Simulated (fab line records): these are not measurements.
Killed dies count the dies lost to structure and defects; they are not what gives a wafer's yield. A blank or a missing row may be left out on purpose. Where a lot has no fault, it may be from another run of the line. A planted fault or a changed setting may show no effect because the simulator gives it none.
One fault through the eyes of 2 desks -- flow berkeley_cmos170 -- what lay behind the numbers comes last; until then each desk has only its own

== METROLOGY DESK ==
What the gauges read for every lot (on any tool): the sampled wafers with a number, averaged. A lot is out of limits, marked OUT, if its mean lies more than 4 standard deviations from the usual mean; the brackets give that distance.
Columns: A = cd_nm at UCB170_GATE_CD_MEAS_90, usual 350.1 nm; B = PSD_TW at UCB170_PSD_TW_MEAS_10, usual 2339; C = NSD_OVL at UCB170_NSD_OVL_MEAS_07, usual -1 nm; D = PSD_RS at UCB170_SDANNEAL_RS_MEAS_02, usual 75.54 ohm/sq
lot,first seen here,A,B,C,D
L701,day 7 02:55,350.9,2378,-1,75.36
L705,day 8 02:47,349.6,2366,1,75.69
L704,day 8 02:58,351.0,2371,-1,75.88
L708,day 8 14:10,349.5,2350,-5,75.68
L706,day 8 14:14,353.3,2299,-5,75.34
L710,day 9 20:01,353.6,2305,-5,75.33
L711,day 9 20:23,348.9,1780 (-16) OUT,-2,144.90 (+99 or more) OUT
L716,day 11 08:55,348.6,1720 (-17) OUT,1,144.56 (+99 or more) OUT
L717,day 11 09:16,348.3,2373,2,75.11
L718,day 11 17:07,350.4,2294,-14,75.56
L723,day 12 15:23,347.5,2374,-5,75.38
L722,day 12 15:37,350.9,2302,0,75.38
L720,day 12 22:37,349.7,2293,-2,75.63
L719,day 12 23:05,349.9,2361,12,75.52
This desk reports L711, L716 out of limits; the earliest was L711 at day 10 14:47 (PSD_TW at UCB170_PSD_TW_MEAS_10). L701, L705, L704, L708, L706, L710, L717, L718, L723, L722, L720, L719: within limits.

== DESK OF THE TOOL OWNER: implanter-03 ==
For each lot that ran on this tool, the mean over its sampled wafers that have a number, from the tool's own readings at UCB170_PSD_IMPLANT_08. A lot is out of limits, marked OUT, if its mean lies more than 4 standard deviations from the usual mean; the brackets give that distance.
Columns: A = dose_ions_cm2 at UCB170_PSD_IMPLANT_08, usual 3e+15; B = end_station_pressure_torr at UCB170_PSD_IMPLANT_08, usual 1.26e-05 Torr; C = faraday_current_uA at UCB170_PSD_IMPLANT_08, usual 9261; D = tilt_deg at UCB170_PSD_IMPLANT_08, usual 6.998 degrees
lot,first seen here,A,B,C,D
L705,day 8 16:43,3e+15,1.29e-05,9443,6.997
L710,day 10 14:11,3e+15,1.31e-05,9221,7.001
L711,day 10 14:34,1e+15 (-99 or more) OUT,8.23e-06 (-6.5) OUT,3728 (-29) OUT,6.982
L716,day 11 18:34,1e+15 (-99 or more) OUT,8.40e-06 (-6.3) OUT,3695 (-29) OUT,7.010
This desk's verdict: out of limits on L711, L716, starting with L711 at day 10 14:34 (dose_ions_cm2 at UCB170_PSD_IMPLANT_08). L705, L710: within limits.

== PUT TOGETHER ==
On L711, L716, at day 10 14:34, an alarm was possible from the tool owner's desk.
On L711, L716, the metrology desk was in a position to raise an alarm at day 10 14:47.
On implanter-03, each named lot ran UCB170_PSD_IMPLANT_08.

== WHAT WAS PUT IN BY THE SIMULATOR ==
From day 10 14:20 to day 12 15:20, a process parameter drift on implanter-03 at UCB170_PSD_IMPLANT_08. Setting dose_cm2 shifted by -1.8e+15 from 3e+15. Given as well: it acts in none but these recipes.
Struck lots among those shown: L711, L716.
Delay (hours) between the fault's onset and each desk's first out-of-limits reading: 0 at the tool owner's desk, 0 at the metrology desk.
